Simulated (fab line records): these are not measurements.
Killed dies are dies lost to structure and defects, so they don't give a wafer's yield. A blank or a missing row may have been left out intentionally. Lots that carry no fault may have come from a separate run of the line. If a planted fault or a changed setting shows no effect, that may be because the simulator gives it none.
Split-lot experiment -- flow rit-cmos -- on a route of 202 steps: 5 lots, 23 wafers read

== ABOUT THE SPLIT ==
At RIT_NRETRO_COAT_01 (resist thk 1300 nm), the setting resist-thk-nm was moved away from the recipe's 1300 nm on 6 of the 23 wafers read, by -3.8% to +5.4%. This setting was run at the recipe's value on the other wafers.

== FROM THE SPLIT TO THE READING: what the file shows between them, 3 steps ==
- RIT_NRETRO_SOFTBAKE_02: time 60 s
- RIT_NRETRO_EXPOSE_03: exposes mask M4, target cd 43900 nm
- RIT_NRETRO_DEVELOP_05: develop time 68 s

== THE READING ==
NOVOLAK_of_NRETRO_COAT_01.thk-nm (the simulator's own value, which no gauge read), in nm, at RIT_NRETRO_HARDBAKE_07 (time 120 s). The file gives no usual value for it. Average 1138 nm, standard deviation 2.5 nm, over the 17 wafers here run with the recipe.

wafer,"tool, chamber at the split","resist-thk-nm as run, nm",against the recipe,"NOVOLAK_of_NRETRO_COAT_01.thk-nm, nm",against lot-mates on the recipe
L074.1,"litho-track-01, 0",1300,recipe,1138,-
L074.3,"litho-track-01, 0",1300,recipe,1138,-
L074.2,"litho-track-01, 0",1300,recipe,1135,-
L074.5,"litho-track-01, 0",1251,-3.8%,1093,-44
L074.6,"litho-track-01, 0",1251,-3.8%,1092,-45
L078.1,"litho-track-02, 0",1300,recipe,1134,-
L078.3,"litho-track-02, 0",1300,recipe,1136,-
L078.6,"litho-track-02, 0",1300,recipe,1139,-
L080.1,"litho-track-04, 0",1300,recipe,1140,-
L080.4,"litho-track-04, 0",1300,recipe,1140,-
L080.3,"litho-track-04, 0",1300,recipe,1144,-
L080.5,"litho-track-04, 0",1300,recipe,1139,-
L080.6,"litho-track-04, 0",1300,recipe,1138,-
L084.1,"litho-track-04, 0",1272,-2.2%,1114,-25
L084.2,"litho-track-04, 0",1272,-2.2%,1118,-21
L084.3,"litho-track-04, 0",1300,recipe,1142,-
L084.5,"litho-track-04, 0",1300,recipe,1137,-
L084.6,"litho-track-04, 0",1300,recipe,1137,-
L085.1,"litho-track-04, 0",1300,recipe,1135,-
L085.3,"litho-track-04, 0",1370,+5.4%,1200,+63
L085.4,"litho-track-04, 0",1300,recipe,1138,-
L085.5,"litho-track-04, 0",1300,recipe,1137,-
L085.6,"litho-track-04, 0",1370,+5.4%,1198,+61

THE FIT
A straight line over all 23 wafers: NOVOLAK_of_NRETRO_COAT_01.thk-nm changes by +11.4 nm for each +1% of resist-thk-nm; r = +0.99; the points scatter about the line by 2.6 nm.
The same after taking each lot's own level away (the mean of its wafers on the recipe; 23 wafers): +11.5 nm for each +1%; r = +1.00; scatter 2 nm.
That fit puts the effect of the largest move of resist-thk-nm on the reading at 62 nm.
The lots' own levels span 1136.3 to 1140.2 nm, that is 1.6 times the standard deviation above.
So the lot-to-lot level changes the slope little: the two slopes agree.
Check: +61.7 nm against its lot-mates is what the line predicts for one of the wafers moved furthest among these (+5.4%) when that wafer is left out of the fit. Against them it came out at +63.3 nm.

== THE OTHER SPLITS THESE WAFERS WENT THROUGH ==
These wafers also went through other splits before the reading. Each is held against what the fit with the lots' levels taken away leaves over:
other split on the same wafers,wafers away from the commonest value,r with NOVOLAK_of_NRETRO_COAT_01.thk-nm (lot level and that fit taken away)
RIT_ACTIVE_OXIDATION_01 ox-time-s,15,+0.03

== THE WHOLE CHAIN: every reading that the file lists as answering this split, in the file's order ==
step,what it does,reading,change (the file's fit),r (the file's)
RIT_NRETRO_COAT_01,resist thk 1300 nm,"NOVOLAK_of_NRETRO_COAT_01.thk-nm (the simulator's own value, which no gauge read)",+13.4 nm for each +1% of the setting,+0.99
RIT_NRETRO_HARDBAKE_07,time 120 s,"NOVOLAK_of_NRETRO_COAT_01.thk-nm (the simulator's own value, which no gauge read)",+11.6 nm for each +1% of the setting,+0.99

== THE FILE'S OWN FIT ==
NOVOLAK_of_NRETRO_COAT_01.thk-nm changes by +11.6 nm for each +1% of resist-thk-nm, r = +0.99.
